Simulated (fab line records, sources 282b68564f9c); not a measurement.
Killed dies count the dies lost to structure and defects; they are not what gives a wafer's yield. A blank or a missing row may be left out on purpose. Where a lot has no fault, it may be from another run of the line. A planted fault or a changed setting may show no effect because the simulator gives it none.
Comparing a struck lot with a sound one + flow rit cmos + 26 steps out of a route of 202
Sound: the wafers L280.1, L280.4, L280.5. The struck wafers were L272.1, L272.4, L272.5. The cause is named last.
For every step that has rows: the tool of each side, followed by ch and its chambers, followed by its first start. Under that, the readings that differ: sound wafers + struck wafers + difference of the means + sigmas: that difference in standard deviations of wafers without a fault.
alike: readings with means less than 2 such deviations apart, plus words and numbers identical on both sides. not compared: withheld readings, readings lacking a value on some wafer, bounds such as >300 that could conceal the same value, and numbers that have no deviation in the record and whose values overlap.
The two part at a step that has a row with sigmas, a row that says differs or no value, or rows on one side only. Numbers that don't overlap but have no deviation are shown without sigmas and don't part them. A reading that every wafer of one side lacks parts them only if that side has two wafers or more.

first, 2 steps without rows for these wafers: RIT_REOX_CLEAN_02 (cleans in SC2, time 600 s); RIT_REOX_OXIDATION_03 (target thk 25.2 nm, ox time 5580 s).
RIT_REOX_THK_MEAS_04:
  struck on film metro-04, day 5 09:44; sound on film metro-03, day 7 01:11
  alike: REOX_OXIDE_THK
then, 6 steps without rows for these wafers: RIT_NLDD_HMDS_00 (prime time 60 s); RIT_NLDD_COAT_01 (resist thk 1000 nm); RIT_NLDD_SOFTBAKE_02 (time 60 s); RIT_NLDD_EXPOSE_03 (exposes mask M7, target cd 40700 nm); RIT_NLDD_PEB_04; RIT_NLDD_DEVELOP_05 (develop time 50 s).
RIT_NLDD_OVL_MEAS_06:
  struck on overlay-01, day 5 10:38; sound on overlay-02, day 7 02:06
  alike: NLDD_OVL
then, 2 steps without rows for these wafers: RIT_NLDD_HARDBAKE_07 (time 60 s); RIT_NLDD_IMPLANT_08.
RIT_NLDD_STRIP_09: strips in O2, time 180 s.
  sound on plasma asher-04 ch 0,1, day 7 02:26; struck on plasma asher-02 ch 0,1, day 5 10:58
  no value came back on the struck wafers for chamber pressure mTorr (mTorr), drypump motor current A (A), time s (s); on the sound wafers chamber pressure mTorr (mTorr) reads 3997 3993 3997
| reading                                   | sound | struck            | difference | sigmas |
|-------------------------------------------|-------|-------------------|------------|--------|
| model.NOVOLAK_of_NLDD_COAT_01.thk nm (nm) | 0 0 0 | 883.1 888.5 887.6 | +886.4     |        |
  not compared: rf hours counter h
RIT_NLDD_TW_MEAS_10:
  struck on film metro-01, day 5 11:09; sound on film metro-02, day 7 02:37
  alike: NLDD_TW
then, 6 steps without rows for these wafers: RIT_PLDD_HMDS_00 (prime time 60 s); RIT_PLDD_COAT_01 (resist thk 1000 nm); RIT_PLDD_SOFTBAKE_02 (time 60 s); RIT_PLDD_EXPOSE_03 (exposes mask M8, target cd 40900 nm); RIT_PLDD_PEB_04; RIT_PLDD_DEVELOP_05 (develop time 50 s).
RIT_PLDD_OVL_MEAS_06:
  struck on overlay-01, day 5 12:04; sound on overlay-01, day 7 03:39
  alike: PLDD_OVL
then, 2 steps without rows for these wafers: RIT_PLDD_HARDBAKE_07 (time 60 s); RIT_PLDD_IMPLANT_08.
RIT_PLDD_STRIP_09: strips in O2, time 180 s.
  sound on plasma asher-01 ch 0,1, day 7 03:59; struck on plasma asher-04 ch 0, day 5 12:23
  alike: chamber pressure mTorr, drypump motor current A
  not compared: rf hours counter h
RIT_PLDD_TW_MEAS_10:
  struck on film metro-04, day 5 12:34; sound on film metro-02, day 7 04:10
| reading | sound          | struck   | difference | sigmas      |
|---------|----------------|----------|------------|-------------|
| PLDD_TW | 2365 2352 2369 | 30 30 30 | -2332      | -99 or more |
then, 1 step without rows for these wafers: RIT_SPACER_CLEAN_00 (cleans in SC1, time 600 s).

## WHERE THEY PART
First at RIT_NLDD_STRIP_09; last, within this record, at RIT_PLDD_TW_MEAS_10.

WHY: whatever the simulator had introduced
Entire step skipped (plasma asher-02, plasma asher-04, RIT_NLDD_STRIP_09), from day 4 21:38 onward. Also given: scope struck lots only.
